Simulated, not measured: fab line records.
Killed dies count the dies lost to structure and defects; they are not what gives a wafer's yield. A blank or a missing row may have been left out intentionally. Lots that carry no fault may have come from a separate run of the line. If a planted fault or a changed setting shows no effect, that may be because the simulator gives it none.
fab line records	flow ritCmos
record lots=16	wafers=48	lastDay=8
route steps=202 shown ACTIVE@15 GATE@81 PSD@151 CONTACT@176 M1@202
lots that met no fault: from a run of the same line without faults
startH: hours from the record's opening day to when the first of the lot's shown wafers began	waitH: how many hours have passed since the lot's step before this one	" the same as in the row above	L1.1+2: several wafers, shown together as one row	- no value present, or no start provided	* or withheld: withheld	< > ~ a bound
route shown NAME@n: a module of which the file shows steps, and the number in the route of the first	usual: average and standard deviation across the fault-free wafers	same: alike in all rows	chamber/n: place in a boat	sites: the reading at each site	_std_site: standard deviation of those values	_edge_site: mean of outer sites minus mean of inner sites	radiusMm: for every site, how far away it sits from the centre of the wafer	mask NAME#n: copy n	behind: the tool/chamber that last shaped the wafer	hold: cause of the lot's hold/its duration in hours/its outcome	device: transistor that didn't switch, given as n, p or np	end of line: at the end of the route, the tests of the same wafers	for a step that has no rows: nothing shown but its recipe	killed: dies lost to structure and defects at the first sort, not the wafer's yield	map: a wafer's dies, x killed, . not, _ none there
set.NAME: the setting as run; set.NAME@STEP: as run at that earlier step	model.NAME: the simulator's own value behind a step, which no gauge read
route steps across a sampled set of lots; one table per step, one row per wafer
services: the hour from which a tool's chamber was out of use, counted from the record's first day as startH (under 0 if before that day), plus the number of hours and why
## steps
# step RIT_ACTIVE_STRIP_14
# recipe chemistry=O2	timeS=180	resist=NOVOLAK	platenTempC=withheld	powerW=500	pressureMtorr=4000	o2FlowSccm=4000
# usual drypumpMotorCurrentA=5.6/0.47
lot.wafer	tool	chamber	startH	waitH	drypumpMotorCurrentA	rfHoursCounterH
L673.2	plasmaAsher-04	0	14.84	0.1	6.3	38
L673.5	"	0	"	"	6.3	-
L673.6	"	1	"	"	5.7	-
L674.1	plasmaAsher-03	1	21.51	0.1	5.4	36
L674.4	"	1	"	"	5.4	-
L674.6	"	0	"	"	4.9	-
L675.2	plasmaAsher-04	0	24.84	0.1	6.3	39
L675.5	"	1	"	"	5.6	-
L675.6	"	0	"	"	6.3	-
L676.2	plasmaAsher-04	0	30.82	0.1	6.3	39
L676.3	"	0	"	"	6.3	-
L676.6	"	1	"	"	5.7	-
L677.1	plasmaAsher-04	0	36.13	0.1	6.3	40
L677.2	"	1	"	"	5.7	40
L677.6	"	1	"	"	5.7	-
L678.2	plasmaAsher-03	0	44.47	0.1	4.9	39
L678.4	"	1	"	"	5.4	-
L678.6	"	0	"	"	4.8	-
L679.1	plasmaAsher-03	0	45.92	0.1	4.8	39
L679.4	"	0	"	"	4.8	-
L679.6	"	1	"	"	5.3	-
L680.1	plasmaAsher-01	0	49.90	0.1	5.7	25
L680.4	"	1	"	"	5.4	-
L680.6	"	0	"	"	5.8	-
L681.1	plasmaAsher-04	0	55.93	0.1	6.3	42
L681.2	"	1	"	"	5.7	42
L681.3	"	0	"	"	6.3	-
L682.1	plasmaAsher-01	1	60.17	0.1	5.3	27
L682.2	"	0	"	"	5.8	27
L682.4	"	1	"	"	5.3	-
L688.1	plasmaAsher-04	0	91.18	0.1	6.3	46
L688.2	"	1	"	"	5.7	46
L688.6	"	0	"	"	6.3	-
L689.2	plasmaAsher-04	0	95.64	0.1	6.3	46
L689.4	"	1	"	"	5.7	-
L689.5	"	1	"	"	5.7	-
L693.2	plasmaAsher-04	1	115.96	0.1	5.7	49
L693.3	"	0	"	"	6.3	-
L693.5	"	0	"	"	6.3	-
L694.2	plasmaAsher-04	0	120.59	0.1	6.3	49
L694.4	"	0	"	"	6.3	-
L694.6	"	0	"	"	6.3	-
L695.2	plasmaAsher-01	1	127.01	0.1	5.4	34
L695.3	"	0	"	"	5.8	-
L695.5	"	1	"	"	5.3	-
L696.1	plasmaAsher-03	0	131.31	0.1	4.9	49
L696.3	"	1	"	"	5.4	-
L696.6	"	0	"	"	4.9	-
# step RIT_GATE_OXIDATION_05
# recipe tempC=900	ambient=O2	targetThkA=30	oxTimeS=270
# usual spikeTcCentreC=902.3/0.94	spikeTcLoadC=921.6/2.4	spikeTcSourceC=920/3.1	tubeCenterTempC=899.99/0.076	tube_center_temp_C_max=902.3/0.36	zonePowerLoadPct=25.19/0.25
lot.wafer	tool	chamber	startH	waitH	spikeTcCentreC	spikeTcLoadC	spikeTcSourceC	tubeCenterTempC	tube_center_temp_C_max	zonePowerLoadPct
L673.2	furnace-04	0	39.80	4.6	902.3	924.7	919	899.96	902.5	24.85
L673.5	"	0	"	"	901.6	924.0	917	899.97	902.4	24.83
L673.6	"	0	"	"	903.4	922.7	919	899.92	902.2	25.39
L674.1	furnace-01	0	42.58	0.1	901.2	918.0	920	899.92	902.7	25.42
L674.4	"	0	"	"	902.9	918.2	921	900.07	902.1	24.96
L674.6	"	0	"	"	903.3	920.4	921	900.09	902.4	25.35
L675.2	furnace-01	0	43.86	0.0	901.5	919.5	922	900.05	902.2	25.67
L675.5	"	0	"	"	903.5	919.7	920	899.94	902.8	25.41
L675.6	"	0	"	"	901.8	919.6	921	899.99	902.3	25.11
L676.2	furnace-04	0	53.27	0.0	902.6	922.7	916	899.83	902.6	24.93
L676.3	"	0	"	"	901.2	922.6	918	900.01	903.3	24.84
L676.6	"	0	"	"	902.5	925.3	919	900.06	902.5	24.65
L677.1	furnace-01	0	58.37	0.5	901.2	919.9	922	899.99	902.6	25.12
L677.2	"	0	"	"	903.0	919.7	920	900.04	902.4	24.82
L677.6	"	0	"	"	903.0	918.8	921	900.07	902.9	25.29
L678.2	furnace-01	0	63.65	0.0	888.9	903.8	905	886.06	888.9	24.40
L678.4	"	0	"	"	888.6	905.9	905	885.99	888.6	24.24
L678.6	"	0	"	"	887.8	905.9	906	885.94	888.6	24.37
L679.1	furnace-01	0	64.72	0.9	887.3	903.9	907	885.98	888.2	24.35
L679.4	"	0	"	"	888.4	905.9	907	886.05	888.3	24.38
L679.6	"	0	"	"	889.1	905.0	907	886	887.5	24.89
L680.1	furnace-01	0	70.88	1.4	888.1	904.2	907	886.01	888.1	24.25
L680.4	"	0	"	"	887.7	906.3	907	886.01	888.5	24.52
L680.6	"	0	"	"	887.2	904.3	907	886.02	888.1	24.41
L681.1	furnace-01	0	75.82	0.7	888.2	904.9	906	886.09	888.2	24.53
L681.2	"	0	"	"	888.2	904.1	907	885.98	887.9	24.34
L681.3	"	0	"	"	887.5	904.6	905	885.9	887.9	24.24
L682.1	furnace-04	0	80.30	0.7	901.2	923.5	920	900.06	902.4	25.35
L682.2	"	0	"	"	903.3	924.3	917	900	902.0	25.20
L682.4	"	0	"	"	902.5	925.0	917	899.92	902.3	25.05
L688.1	furnace-03	0	110.05	0.1	901.5	923.8	930	900.02	902.0	24.90
L688.2	"	0	"	"	902.7	924.6	927	899.95	902.2	25.16
L688.6	"	0	"	"	901.1	922.6	929	900.06	902.4	25.21
L689.2	furnace-04	0	114.31	0.0	902.9	924.2	917	900.07	902.2	25.22
L689.4	"	0	"	"	902.6	924.7	919	899.88	902.4	25.44
L689.5	"	0	"	"	903.5	922.3	919	899.98	902.1	24.82
L693.2	furnace-04	0	133.46	0.0	903.9	924.6	917	899.95	902.6	24.90
L693.3	"	0	"	"	901.7	923.9	918	899.88	902.0	25.14
L693.5	"	0	"	"	902.2	922.7	917	900.09	902.5	24.67
L694.2	furnace-03	0	139.16	0.0	902.9	922.4	928	900.05	902.1	24.57
L694.4	"	0	"	"	901.7	922.1	929	899.91	901.7	25.27
L694.6	"	0	"	"	901.5	923.8	930	899.99	902.3	25.72
L695.2	furnace-04	0	145.84	0.7	902.6	922.8	919	899.83	903.1	25.49
L695.3	"	0	"	"	902.5	922.8	918	899.97	902.7	25.05
L695.5	"	0	"	"	903.0	922.1	919	899.99	902.5	24.69
L696.1	furnace-04	0	149.60	0.1	903.1	923.6	918	900.09	902.1	25.56
L696.3	"	0	"	"	903.4	922.4	918	899.98	902.2	25.36
L696.6	"	0	"	"	903.5	923.2	920	900.02	902.5	25.56
# step RIT_GATE_THK_MEAS_07
# recipe reads=SiO2_of_GATE_OXIDATION_05
# usual GATE_OXIDE_THK=3.01/0.066
lot.wafer	tool	chamber	startH	waitH	GATE_OXIDE_THK[nm]
L673.2	filmMetro-03	-	41.66	0.0	3.02
L673.5	"	-	"	"	3.10
L673.6	"	-	"	"	3.05
L674.1	filmMetro-04	-	43.91	0.0	2.97
L674.4	"	-	"	"	3.03
L674.6	"	-	"	"	3.05
L675.2	filmMetro-04	-	45.19	0.0	3.09
L675.5	"	-	"	"	3.06
L675.6	"	-	"	"	2.98
L676.2	filmMetro-01	-	54.61	0.0	3.01
L676.3	"	-	"	"	3.08
L676.6	"	-	"	"	3.08
L677.1	filmMetro-04	-	60.11	0.0	2.96
L677.2	"	-	"	"	3.00
L677.6	"	-	"	"	2.97
L678.2	filmMetro-01	-	65.45	0.0	2.44
L678.4	"	-	"	"	2.45
L678.6	"	-	"	"	2.38
L679.1	filmMetro-03	-	67.63	0.0	2.53
L679.4	"	-	"	"	2.53
L679.6	"	-	"	"	2.55
L680.1	filmMetro-03	-	73.91	0.0	2.57
L680.4	"	-	"	"	2.50
L680.6	"	-	"	"	2.53
L681.1	filmMetro-03	-	77.15	0.0	2.43
L681.2	"	-	"	"	2.46
L681.3	"	-	"	"	2.44
L682.1	filmMetro-04	-	83.30	0.0	2.93
L682.2	"	-	"	"	2.93
L682.4	"	-	"	"	2.98
L688.1	filmMetro-04	-	113.84	0.0	3.07
L688.2	"	-	"	"	3.05
L688.6	"	-	"	"	3.06
L689.2	filmMetro-04	-	115.64	0.0	3.12
L689.4	"	-	"	"	3.10
L689.5	"	-	"	"	3.12
L693.2	filmMetro-04	-	136.11	0.0	3.08
L693.3	"	-	"	"	3.00
L693.5	"	-	"	"	2.99
L694.2	filmMetro-03	-	143.05	0.0	3.04
L694.4	"	-	"	"	2.99
L694.6	"	-	"	"	2.94
L695.2	filmMetro-04	-	147.85	0.0	3.05
L695.3	"	-	"	"	3.04
L695.5	"	-	"	"	3.02
L696.1	filmMetro-03	-	151.33	0.0	3.05
L696.3	"	-	"	"	3.07
L696.6	"	-	"	"	3.11
# step RIT_PSD_STRIP_09
# recipe chemistry=O2	timeS=180	resist=NOVOLAK	platenTempC=withheld	powerW=500	pressureMtorr=4000	o2FlowSccm=4000
# usual drypumpMotorCurrentA=5.6/0.48
lot.wafer	tool	chamber	startH	waitH	drypumpMotorCurrentA	rfHoursCounterH
L673.2	plasmaAsher-02	0	59.26	0.1	5.3	40
L673.5	"	1	"	"	6.1	-
L673.6	"	0	"	"	5.3	-
L675.2	plasmaAsher-02	1	61.24	0.1	6.1	40
L675.5	"	0	"	"	5.3	-
L675.6	"	1	"	"	6.1	-
L674.1	plasmaAsher-04	0	61.36	0.1	6.3	43
L674.4	"	0	"	"	6.3	-
L674.6	"	0	"	"	6.3	-
L676.2	plasmaAsher-04	0	70.65	0.1	6.3	44
L676.3	"	1	"	"	5.7	-
L676.6	"	1	"	"	5.7	-
L677.1	plasmaAsher-02	0	76.03	0.1	5.3	41
L677.2	"	1	"	"	6.1	41
L677.6	"	0	"	"	5.3	-
L678.2	plasmaAsher-04	0	80.57	0.1	6.3	45
L678.4	"	0	"	"	6.4	-
L678.6	"	1	"	"	5.7	-
L679.1	plasmaAsher-03	1	84.31	0.1	5.4	44
L679.4	"	1	"	"	5.4	-
L679.6	"	1	"	"	5.3	-
L680.1	plasmaAsher-02	1	89.80	0.1	6.0	43
L680.4	"	0	"	"	5.3	-
L680.6	"	1	"	"	6.0	-
L681.1	plasmaAsher-03	0	95.46	0.1	4.8	45
L681.2	"	1	"	"	5.4	45
L681.3	"	1	"	"	5.4	-
L682.1	plasmaAsher-02	0	99.30	0.1	5.3	44
L682.2	"	1	"	"	6.0	44
L682.4	"	1	"	"	6.0	-
L688.1	plasmaAsher-03	1	130.01	0.1	5.3	49
L688.2	"	0	"	"	4.9	49
L688.6	"	1	"	"	5.3	-
L689.2	plasmaAsher-04	0	131.84	0.1	6.3	51
L689.4	"	0	"	"	6.3	-
L689.5	"	1	"	"	5.7	-
L693.2	plasmaAsher-03	0	151.60	0.1	4.8	51
L693.3	"	1	"	"	5.4	-
L693.5	"	0	"	"	4.9	-
L694.2	plasmaAsher-03	1	158.82	0.1	5.3	52
L694.4	"	0	"	"	4.8	-
L694.6	"	1	"	"	5.4	-
L695.2	plasmaAsher-04	1	165.03	0.1	5.6	53
L695.3	"	0	"	"	6.3	-
L695.5	"	0	"	"	6.3	-
L696.1	plasmaAsher-04	0	171.69	0.1	6.3	53
L696.3	"	1	"	"	5.6	-
L696.6	"	1	"	"	5.7	-
# step RIT_CONTACT_CD_MEAS_08
# recipe targetCdNm=1000
# usual cdNm=1000.5/2.3
lot.wafer	tool	chamber	startH	waitH	cdNm
L673.2	cdSem-02	-	62.27	-	1002.1
L673.5	"	-	"	"	1001.1
L673.6	"	-	"	"	1000.5
L675.2	cdSem-02	-	64.07	-	997.7
L675.5	"	-	"	"	997.0
L675.6	"	-	"	"	998.0
L674.1	cdSem-01	-	64.29	-	1000.5
L674.4	"	-	"	"	1002.0
L674.6	"	-	"	"	1000.4
L676.2	cdSem-02	-	73.42	-	996.6
L676.3	"	-	"	"	996.5
L676.6	"	-	"	"	998.9
L677.1	cdSem-02	-	78.79	-	1001.7
L677.2	"	-	"	"	999.9
L677.6	"	-	"	"	999.7
L678.2	cdSem-02	-	83.36	-	1004.0
L678.4	"	-	"	"	1005.4
L678.6	"	-	"	"	1002.9
L679.1	cdSem-01	-	87.32	-	1001.5
L679.4	"	-	"	"	1003.1
L679.6	"	-	"	"	1001.4
L680.1	cdSem-02	-	92.53	-	1000.0
L680.4	"	-	"	"	999.5
L680.6	"	-	"	"	999.8
L681.1	cdSem-02	-	98.32	-	996.5
L681.2	"	-	"	"	998.1
L681.3	"	-	"	"	1001.3
L682.1	cdSem-02	-	102.04	-	998.1
L682.2	"	-	"	"	1000.6
L682.4	"	-	"	"	1000.6
L688.1	cdSem-01	-	132.89	-	1004.1
L688.2	"	-	"	"	1003.9
L688.6	"	-	"	"	1004.7
L689.2	cdSem-01	-	134.61	-	1001.4
L689.4	"	-	"	"	1001.5
L689.5	"	-	"	"	1001.9
L693.2	cdSem-01	-	154.43	-	997.5
L693.3	"	-	"	"	998.0
L693.5	"	-	"	"	998.7
L694.2	cdSem-01	-	161.85	-	1001.3
L694.4	"	-	"	"	1001.5
L694.6	"	-	"	"	1002.6
L695.2	cdSem-01	-	167.87	-	999.0
L695.3	"	-	"	"	1000.5
L695.5	"	-	"	"	1001.5
L696.1	cdSem-02	-	174.43	-	996.2
L696.3	"	-	"	"	995.4
L696.6	"	-	"	"	1000.4
# step RIT_M1_PROBE_99
# usual killed_at_M0_to_M3=0.0/0.083	killedAtContacts=0.1/0.31	killedAtFrontEnd=6.3/2.7	killedDies=6.4/2.7	killedOpen=3.3/2	killedShort=3/1.8
# same grossDies=264	killed_at_M4_up=0	killedAtBackSide=0	killedAtOther=0
lot.wafer	tool	chamber	startH	waitH	killed_at_M0_to_M3	killedAtContacts	killedAtFrontEnd	killedDies	killedOpen	killedShort
L673.2	prober-01	-	67.85	0.1	0	0	4	4	1	3
L673.5	prober-01	-	68.00	0.2	0	0	6	6	2	4
L673.6	prober-01	-	68.05	0.2	0	0	6	6	3	3
L675.2	prober-02	-	69.38	0.1	0	0	8	8	3	5
L675.5	prober-02	-	69.53	0.2	0	0	8	8	4	4
L675.6	prober-02	-	69.58	0.2	0	0	7	7	3	4
L674.1	prober-01	-	70.83	0.1	0	0	2	2	2	0
L674.4	prober-01	-	70.98	0.2	0	0	5	5	1	4
L674.6	prober-01	-	71.08	0.2	0	0	6	6	2	4
L676.2	prober-02	-	78.96	0.1	0	0	6	6	3	3
L676.3	prober-02	-	79.01	0.2	0	0	8	8	4	4
L676.6	prober-02	-	79.16	0.2	0	0	5	5	3	2
L677.1	prober-01	-	84.12	0.1	0	0	4	4	3	1
L677.2	prober-01	-	84.17	0.1	0	0	4	4	3	1
L677.6	prober-01	-	84.37	0.2	0	0	5	5	2	3
L678.2	prober-02	-	89.48	0.1	0	0	2	2	1	1
L678.4	prober-02	-	89.58	0.2	0	0	3	3	0	3
L678.6	prober-02	-	89.68	0.2	0	0	4	4	3	1
L679.1	prober-01	-	92.48	0.1	0	0	8	8	4	4
L679.4	prober-01	-	92.63	0.2	0	0	4	4	3	1
L679.6	prober-01	-	92.73	0.2	0	0	3	3	0	3
L680.1	prober-02	-	97.99	0.1	0	0	9	9	4	5
L680.4	prober-02	-	98.14	0.2	0	0	8	8	6	2
L680.6	prober-02	-	98.24	0.2	0	0	11	11	7	4
L681.1	prober-01	-	103.87	0.1	0	0	4	4	2	2
L681.2	prober-01	-	103.92	0.1	0	0	8	8	6	2
L681.3	prober-01	-	103.97	0.2	0	0	6	6	5	1
L682.1	prober-02	-	107.37	0.1	0	0	10	10	4	5
L682.2	prober-02	-	107.42	0.1	0	0	5	5	2	3
L682.4	prober-02	-	107.52	0.2	0	0	5	5	2	2
L688.1	prober-01	-	138.09	0.1	1	0	8	9	4	5
L688.2	prober-01	-	138.14	0.1	0	0	7	7	3	3
L688.6	prober-01	-	138.34	0.2	0	0	5	5	3	2
L689.2	prober-02	-	139.80	0.1	0	0	6	6	4	2
L689.4	prober-02	-	139.90	0.2	0	0	8	8	0	8
L689.5	prober-02	-	139.95	0.2	0	0	12	12	8	4
L693.2	prober-02	-	159.78	0.1	0	0	6	6	3	3
L693.3	prober-02	-	159.83	0.2	0	0	5	5	4	1
L693.5	prober-02	-	159.93	0.2	0	0	2	2	2	0
L694.2	prober-01	-	167.22	0.1	0	1	8	9	2	7
L694.4	prober-01	-	167.32	0.2	0	0	7	7	4	3
L694.6	prober-01	-	167.42	0.2	0	0	5	5	2	3
L695.2	prober-02	-	173.11	0.1	0	0	7	7	2	5
L695.3	prober-02	-	173.16	0.2	0	0	8	8	4	4
L695.5	prober-02	-	173.26	0.2	0	0	6	6	3	3
L696.1	prober-01	-	179.76	0.1	0	0	1	1	1	0
L696.3	prober-01	-	179.86	0.2	0	1	5	6	2	4
L696.6	prober-01	-	180.01	0.2	0	0	7	7	5	2
# killed by level:class
L673.2 FOX1:geometricParticle:short=1 GATE:geometricParticle:short=1 REOX:geometricParticle:open=1 SILICIDE:geometricParticle:short=1
L673.5 ACTIVE:geometricParticle:short=1 FOX1:geometricParticle:short=1 REOX:geometricParticle:open=1 SPACER:geometricParticle:short=1 SPACER:geometricParticle:open=1 SILICIDE:geometricParticle:short=1
L673.6 GATE:geometricParticle:open=2 SILICIDE:geometricParticle:short=2 FOX1:geometricParticle:open=1 FOX1:geometricParticle:short=1
L675.2 FOX2:geometricParticle:short=2 REOX:geometricParticle:short=2 ACTIVE:geometricParticle:open=1 GATE:geometricParticle:open=1 GATE:geometricParticle:short=1 SILICIDE:geometricParticle:open=1
L675.5 FOX1:geometricParticle:short=2 SPACER:geometricParticle:open=2 FOX2:geometricParticle:open=1 FOX2:geometricParticle:short=1 REOX:geometricParticle:open=1 SILICIDE:geometricParticle:short=1
L675.6 GATE:geometricParticle:short=2 SILICIDE:geometricParticle:open=2 REOX:geometricParticle:short=1 REOX:geometricParticle:open=1 SPACER:geometricParticle:short=1
L674.1 FOX1:geometricParticle:open=1 SPACER:geometricParticle:open=1
L674.4 GATE:geometricParticle:short=2 FOX1:geometricParticle:short=1 REOX:geometricParticle:open=1 SILICIDE:geometricParticle:short=1
L674.6 GATE:geometricParticle:short=2 FOX1:geometricParticle:short=1 REOX:geometricParticle:short=1 REOX:geometricParticle:open=1 SPACER:geometricParticle:open=1
L676.2 SPACER:geometricParticle:short=2 GATE:geometricParticle:open=1 REOX:geometricParticle:open=1 SPACER:geometricParticle:open=1 SILICIDE:geometricParticle:short=1
L676.3 FOX2:geometricParticle:short=2 GATE:geometricParticle:open=2 ACTIVE:geometricParticle:open=1 FOX1:geometricParticle:short=1 GATE:geometricParticle:short=1 REOX:geometricParticle:open=1
L676.6 GATE:geometricParticle:short=2 FOX1:geometricParticle:open=1 GATE:geometricParticle:open=1 SILICIDE:geometricParticle:open=1
L677.1 FOX1:geometricParticle:open=1 GATE:geometricParticle:short=1 REOX:geometricParticle:open=1 SILICIDE:geometricParticle:open=1
L677.2 GATE:geometricParticle:open=2 FOX1:geometricParticle:open=1 REOX:geometricParticle:short=1
L677.6 GATE:geometricParticle:short=2 GATE:geometricParticle:open=1 SPACER:geometricParticle:short=1 SPACER:geometricParticle:open=1
L678.2 GATE:geometricParticle:short=1 REOX:geometricParticle:open=1
L678.4 GATE:geometricParticle:short=1 REOX:geometricParticle:short=1 SPACER:geometricParticle:short=1
L678.6 FOX2:geometricParticle:open=1 GATE:geometricParticle:open=1 SPACER:geometricParticle:short=1 SPACER:geometricParticle:open=1
L679.1 FOX1:geometricParticle:open=2 GATE:geometricParticle:short=2 FOX1:geometricParticle:short=1 FOX2:geometricParticle:open=1 GATE:geometricParticle:open=1 REOX:geometricParticle:short=1
L679.4 FOX1:geometricParticle:open=1 REOX:geometricParticle:short=1 REOX:geometricParticle:open=1 SPACER:geometricParticle:open=1
L679.6 FOX1:geometricParticle:short=1 GATE:geometricParticle:short=1 REOX:geometricParticle:short=1
L680.1 GATE:geometricParticle:short=2 GATE:geometricParticle:open=2 SILICIDE:geometricParticle:short=2 FOX1:geometricParticle:open=1 REOX:geometricParticle:open=1 SPACER:geometricParticle:short=1
L680.4 GATE:geometricParticle:open=2 GATE:geometricParticle:short=2 FOX1:geometricParticle:open=1 REOX:geometricParticle:open=1 SPACER:geometricParticle:open=1 SILICIDE:geometricParticle:open=1
L680.6 GATE:geometricParticle:open=5 SPACER:geometricParticle:short=2 FOX2:geometricParticle:open=1 GATE:geometricParticle:short=1 REOX:geometricParticle:short=1 REOX:geometricParticle:open=1
L681.1 GATE:geometricParticle:open=1 GATE:geometricParticle:short=1 REOX:geometricParticle:open=1 SILICIDE:geometricParticle:short=1
L681.2 FOX1:geometricParticle:open=2 GATE:geometricParticle:open=2 FOX1:geometricParticle:short=1 FOX2:geometricParticle:open=1 REOX:geometricParticle:open=1 REOX:geometricParticle:short=1
L681.3 GATE:geometricParticle:open=3 FOX1:geometricParticle:open=1 SPACER:geometricParticle:short=1 SILICIDE:geometricParticle:open=1
L682.1 GATE:geometricParticle:short=3 FOX2:geometricParticle:open=1 GATE:geometricParticle:open=1 REOX:geometricParticle:short=1 REOX:geometricParticle:open=1 SILICIDE:geometricParticle:open=1 SILICIDE:geometricParticle:short=1 ACTIVE:coatMicrobubblePrinted=1
L682.2 SPACER:geometricParticle:short=2 GATE:geometricParticle:short=1 GATE:geometricParticle:open=1 SILICIDE:geometricParticle:open=1
L682.4 GATE:geometricParticle:short=1 REOX:geometricParticle:open=1 SILICIDE:geometricParticle:short=1 SILICIDE:geometricParticle:open=1 ACTIVE:coatMicrobubblePrinted=1
L688.1 FOX1:geometricParticle:short=2 REOX:geometricParticle:open=2 SPACER:geometricParticle:short=2 FOX1:geometricParticle:open=1 GATE:geometricParticle:short=1 M1:geometricParticle:open=1
L688.2 GATE:geometricParticle:short=2 GATE:geometricParticle:open=1 REOX:geometricParticle:open=1 SILICIDE:geometricParticle:open=1 SILICIDE:geometricParticle:short=1 NRETRO:coatMicrobubblePrinted=1
L688.6 FOX2:geometricParticle:open=2 GATE:geometricParticle:short=2 FOX1:geometricParticle:open=1
L689.2 FOX1:geometricParticle:short=1 GATE:geometricParticle:open=1 REOX:geometricParticle:open=1 SPACER:geometricParticle:short=1 SPACER:geometricParticle:open=1 SILICIDE:geometricParticle:open=1
L689.4 GATE:geometricParticle:short=2 REOX:geometricParticle:short=2 ACTIVE:geometricParticle:short=1 FOX1:geometricParticle:short=1 SPACER:geometricParticle:short=1 SILICIDE:geometricParticle:short=1
L689.5 GATE:geometricParticle:open=4 GATE:geometricParticle:short=2 FOX1:geometricParticle:short=1 FOX1:geometricParticle:open=1 FOX2:geometricParticle:open=1 REOX:geometricParticle:short=1 SPACER:geometricParticle:open=1 SILICIDE:geometricParticle:open=1
L693.2 FOX1:geometricParticle:open=1 FOX2:geometricParticle:short=1 REOX:geometricParticle:short=1 SPACER:geometricParticle:short=1 SPACER:geometricParticle:open=1 SILICIDE:geometricParticle:open=1
L693.3 FOX1:geometricParticle:open=1 GATE:geometricParticle:open=1 REOX:geometricParticle:open=1 SPACER:geometricParticle:open=1 SILICIDE:geometricParticle:short=1
L693.5 GATE:geometricParticle:open=1 REOX:geometricParticle:open=1
L694.2 FOX1:geometricParticle:short=2 SILICIDE:geometricParticle:short=2 FOX2:geometricParticle:short=1 GATE:geometricParticle:open=1 GATE:geometricParticle:short=1 SILICIDE:geometricParticle:open=1 CONTACT:geometricParticle:short=1
L694.4 FOX1:geometricParticle:open=2 SILICIDE:geometricParticle:short=2 GATE:geometricParticle:short=1 REOX:geometricParticle:open=1 SPACER:geometricParticle:open=1
L694.6 FOX1:geometricParticle:open=1 GATE:geometricParticle:short=1 SPACER:geometricParticle:open=1 SPACER:geometricParticle:short=1 SILICIDE:geometricParticle:short=1
L695.2 GATE:geometricParticle:short=2 SPACER:geometricParticle:short=2 SPACER:geometricParticle:open=1 SILICIDE:geometricParticle:short=1 SILICIDE:geometricParticle:open=1
L695.3 GATE:geometricParticle:open=2 GATE:geometricParticle:short=2 FOX2:geometricParticle:open=1 SPACER:geometricParticle:short=1 SPACER:geometricParticle:open=1 SILICIDE:geometricParticle:short=1
L695.5 GATE:geometricParticle:open=2 FOX1:geometricParticle:open=1 FOX2:geometricParticle:short=1 GATE:geometricParticle:short=1 SPACER:geometricParticle:short=1
L696.1 GATE:geometricParticle:open=1
L696.3 GATE:geometricParticle:short=3 FOX1:geometricParticle:short=1 SPACER:geometricParticle:open=1 CONTACT:geometricParticle:open=1
L696.6 GATE:geometricParticle:open=3 GATE:geometricParticle:short=2 FOX1:geometricParticle:open=1 REOX:geometricParticle:open=1
## services
tool	chamber	startH	hours	kind
plasmaAsher-03	-	-7.98	3.2	repair
plasmaAsher-02	-	-6.40	18.2	pm
furnace-04	-	9.69	3.2	pm
plasmaAsher-02	-	11.82	2.8	pm
plasmaAsher-01	-	12.92	11.9	repair
furnace-04	-	24.22	1.5	repair
furnace-03	-	29.80	7.7	pm
plasmaAsher-04	-	68.49	0.4	repair
plasmaAsher-02	-	108.75	9.0	pm
plasmaAsher-02	0	108.75	9.0	ventCycle
plasmaAsher-02	1	108.75	9.0	ventCycle
plasmaAsher-02	0	117.75	-	clean
plasmaAsher-02	1	117.75	-	clean
furnace-03	-	133.39	3.7	pm
plasmaAsher-04	-	144.55	14.6	pm
plasmaAsher-03	-	153.05	2.8	pm
furnace-01	-	153.07	4.6	pm
## key
firstSign step=RIT_GATE_OXIDATION_05	reading=tubeCenterTempC	direction=down	sigmas=99+	usual=*	struck=*
effect step=RIT_GATE_OXIDATION_05	reading=tube_center_temp_C_max	direction=down	sigmas=40	usual=*	struck=*
effect step=RIT_GATE_THK_MEAS_07	reading=GATE_OXIDE_THK	direction=down	sigmas=8	usual=3.01	struck=2.49
metAt RIT_GATE_OXIDATION_05
struckLots L678,L679,L680,L681
testerLeftOut L678,L679,L680,L681
notActingAt RIT_ACTIVE_STRIP_14,RIT_PSD_STRIP_09,RIT_CONTACT_CD_MEAS_08
fault kind=processParameterDrift	tool=furnace-01	chamber=-	onsetH=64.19	steps=RIT_GATE_OXIDATION_05	channel=tempC	offset=*	shape=step	endH=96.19	actsIn=*	stated=*
# testerLeftOut: of these lots the tester's yield and bins aren't shown, on N5 and GAA mostly nor the transistor test; their killed dies are dies lost to structure and defects alone, not to doping, threshold or leakage, so they don't give the yield
